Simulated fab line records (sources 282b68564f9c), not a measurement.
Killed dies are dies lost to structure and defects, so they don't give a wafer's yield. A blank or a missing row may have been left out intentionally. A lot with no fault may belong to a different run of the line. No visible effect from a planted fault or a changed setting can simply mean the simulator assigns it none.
Split-lot study || flow rit cmos || 5 lots, 23 wafers read, on a route of 202 steps

SPLIT DETAILS
At RIT_ACTIVE_COAT_06 (resist thk 1000 nm), the setting spin rpm was moved away from the recipe's 3250 rpm on 8 of the 23 wafers read, by -6.8% to +4.9%. The other wafers ran this setting at the recipe's value.

FROM THE SPLIT TO THE READING: what the file shows between them, 3 steps
- RIT_ACTIVE_SOFTBAKE_07: time 60 s
- RIT_ACTIVE_EXPOSE_08: exposes mask M1, target cd 1400 nm
- RIT_ACTIVE_DEVELOP_10: develop time 50 s

THE READING
NOVOLAK_of_ACTIVE_COAT_06.thk nm (the simulator's own value, which no gauge read), in nm, at RIT_ACTIVE_HARDBAKE_12 (time 60 s). No usual value for it is given in the file. Across the 15 wafers here that went through the recipe, the average is 884.9 nm and the standard deviation 2.5 nm.

{"wafer": "L076.1", "tool, chamber at the split": "litho track-01, 0", "spin rpm as run, rpm": 3250, "against the recipe": "recipe", "NOVOLAK_of_ACTIVE_COAT_06.thk nm, nm": 890.5, "against lot-mates on the recipe": "-"}
{"wafer": "L076.2", "tool, chamber at the split": "litho track-01, 0", "spin rpm as run, rpm": 3365, "against the recipe": "+3.5%", "NOVOLAK_of_ACTIVE_COAT_06.thk nm, nm": 874, "against lot-mates on the recipe": -15.0}
{"wafer": "L076.4", "tool, chamber at the split": "litho track-01, 0", "spin rpm as run, rpm": 3365, "against the recipe": "+3.5%", "NOVOLAK_of_ACTIVE_COAT_06.thk nm, nm": 872.8, "against lot-mates on the recipe": -16.2}
{"wafer": "L076.5", "tool, chamber at the split": "litho track-01, 0", "spin rpm as run, rpm": 3365, "against the recipe": "+3.5%", "NOVOLAK_of_ACTIVE_COAT_06.thk nm, nm": 874.7, "against lot-mates on the recipe": -14.3}
{"wafer": "L076.6", "tool, chamber at the split": "litho track-01, 0", "spin rpm as run, rpm": 3250, "against the recipe": "recipe", "NOVOLAK_of_ACTIVE_COAT_06.thk nm, nm": 887.5, "against lot-mates on the recipe": "-"}
{"wafer": "L078.1", "tool, chamber at the split": "litho track-01, 0", "spin rpm as run, rpm": 3250, "against the recipe": "recipe", "NOVOLAK_of_ACTIVE_COAT_06.thk nm, nm": 884, "against lot-mates on the recipe": "-"}
{"wafer": "L078.3", "tool, chamber at the split": "litho track-01, 0", "spin rpm as run, rpm": 3250, "against the recipe": "recipe", "NOVOLAK_of_ACTIVE_COAT_06.thk nm, nm": 885.5, "against lot-mates on the recipe": "-"}
{"wafer": "L078.4", "tool, chamber at the split": "litho track-01, 0", "spin rpm as run, rpm": 3250, "against the recipe": "recipe", "NOVOLAK_of_ACTIVE_COAT_06.thk nm, nm": 882.9, "against lot-mates on the recipe": "-"}
{"wafer": "L078.5", "tool, chamber at the split": "litho track-01, 0", "spin rpm as run, rpm": 3250, "against the recipe": "recipe", "NOVOLAK_of_ACTIVE_COAT_06.thk nm, nm": 884.2, "against lot-mates on the recipe": "-"}
{"wafer": "L078.6", "tool, chamber at the split": "litho track-01, 0", "spin rpm as run, rpm": 3250, "against the recipe": "recipe", "NOVOLAK_of_ACTIVE_COAT_06.thk nm, nm": 882.6, "against lot-mates on the recipe": "-"}
{"wafer": "L080.1", "tool, chamber at the split": "litho track-01, 0", "spin rpm as run, rpm": 3029, "against the recipe": "-6.8%", "NOVOLAK_of_ACTIVE_COAT_06.thk nm, nm": 921, "against lot-mates on the recipe": "+33.2"}
{"wafer": "L080.2", "tool, chamber at the split": "litho track-01, 0", "spin rpm as run, rpm": 3029, "against the recipe": "-6.8%", "NOVOLAK_of_ACTIVE_COAT_06.thk nm, nm": 918.9, "against lot-mates on the recipe": "+31.1"}
{"wafer": "L080.4", "tool, chamber at the split": "litho track-01, 0", "spin rpm as run, rpm": 3250, "against the recipe": "recipe", "NOVOLAK_of_ACTIVE_COAT_06.thk nm, nm": 887.4, "against lot-mates on the recipe": "-"}
{"wafer": "L080.5", "tool, chamber at the split": "litho track-01, 0", "spin rpm as run, rpm": 3250, "against the recipe": "recipe", "NOVOLAK_of_ACTIVE_COAT_06.thk nm, nm": 888.2, "against lot-mates on the recipe": "-"}
{"wafer": "L080.6", "tool, chamber at the split": "litho track-01, 0", "spin rpm as run, rpm": 3029, "against the recipe": "-6.8%", "NOVOLAK_of_ACTIVE_COAT_06.thk nm, nm": 920.6, "against lot-mates on the recipe": "+32.8"}
{"wafer": "L081.1", "tool, chamber at the split": "litho track-04, 0", "spin rpm as run, rpm": 3410, "against the recipe": "+4.9%", "NOVOLAK_of_ACTIVE_COAT_06.thk nm, nm": 865.2, "against lot-mates on the recipe": -19.3}
{"wafer": "L081.3", "tool, chamber at the split": "litho track-04, 0", "spin rpm as run, rpm": 3410, "against the recipe": "+4.9%", "NOVOLAK_of_ACTIVE_COAT_06.thk nm, nm": 862.3, "against lot-mates on the recipe": -22.2}
{"wafer": "L081.4", "tool, chamber at the split": "litho track-04, 0", "spin rpm as run, rpm": 3250, "against the recipe": "recipe", "NOVOLAK_of_ACTIVE_COAT_06.thk nm, nm": 885.5, "against lot-mates on the recipe": "-"}
{"wafer": "L081.5", "tool, chamber at the split": "litho track-04, 0", "spin rpm as run, rpm": 3250, "against the recipe": "recipe", "NOVOLAK_of_ACTIVE_COAT_06.thk nm, nm": 883.4, "against lot-mates on the recipe": "-"}
{"wafer": "L081.6", "tool, chamber at the split": "litho track-04, 0", "spin rpm as run, rpm": 3250, "against the recipe": "recipe", "NOVOLAK_of_ACTIVE_COAT_06.thk nm, nm": 884.5, "against lot-mates on the recipe": "-"}
{"wafer": "L083.1", "tool, chamber at the split": "litho track-01, 0", "spin rpm as run, rpm": 3250, "against the recipe": "recipe", "NOVOLAK_of_ACTIVE_COAT_06.thk nm, nm": 881.8, "against lot-mates on the recipe": "-"}
{"wafer": "L083.2", "tool, chamber at the split": "litho track-01, 0", "spin rpm as run, rpm": 3250, "against the recipe": "recipe", "NOVOLAK_of_ACTIVE_COAT_06.thk nm, nm": 884.2, "against lot-mates on the recipe": "-"}
{"wafer": "L083.6", "tool, chamber at the split": "litho track-01, 0", "spin rpm as run, rpm": 3250, "against the recipe": "recipe", "NOVOLAK_of_ACTIVE_COAT_06.thk nm, nm": 881.2, "against lot-mates on the recipe": "-"}

THE FIT
A straight line over all 23 wafers: NOVOLAK_of_ACTIVE_COAT_06.thk nm changes by -4.65 nm for each +1% of spin rpm; r = -0.98; the points scatter about the line by 3 nm.
The same after taking each lot's own level away (the mean of its wafers on the recipe; 23 wafers): -4.56 nm for each +1%; r = -1.00; scatter 1.3 nm.
That fit puts the effect of the largest move of spin rpm on the reading at 31 nm.
The lots' own levels span 882.40 to 889.00 nm, that is 2.7 times the standard deviation above.
So the lot-to-lot level changes the slope little: the two slopes agree.
Check: with one of the wafers moved furthest among these (-6.8%) left out of the fit, the line predicts +30.9 nm for it against its lot-mates. Against them it came out at +33.2 nm.

OTHER SPLITS ON THESE WAFERS
Before the reading, these wafers also passed through other splits. Each is held against what the fit with the lots' levels taken away leaves over:
{"other split on the same wafers": "RIT_ACTIVE_OXIDATION_01 temp c", "wafers away from the commonest value": 15, "r with NOVOLAK_of_ACTIVE_COAT_06.thk nm (lot level and that fit taken away)": -0.09}

THE WHOLE CHAIN: every reading that the file lists as answering this split, in the file's order
{"step": "RIT_ACTIVE_COAT_06", "what it does": "resist thk 1000 nm", "reading": "NOVOLAK_of_ACTIVE_COAT_06.thk nm (the simulator's own value, which no gauge read)", "change (the file's fit)": "-5.17 nm for each +1% of the setting", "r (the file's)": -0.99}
{"step": "RIT_ACTIVE_HARDBAKE_12", "what it does": "time 60 s", "reading": "NOVOLAK_of_ACTIVE_COAT_06.thk nm (the simulator's own value, which no gauge read)", "change (the file's fit)": "-4.53 nm for each +1% of the setting", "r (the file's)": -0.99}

FILE'S OWN FIT
NOVOLAK_of_ACTIVE_COAT_06.thk nm changes by -4.53 nm for each +1% of spin rpm, r = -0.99.
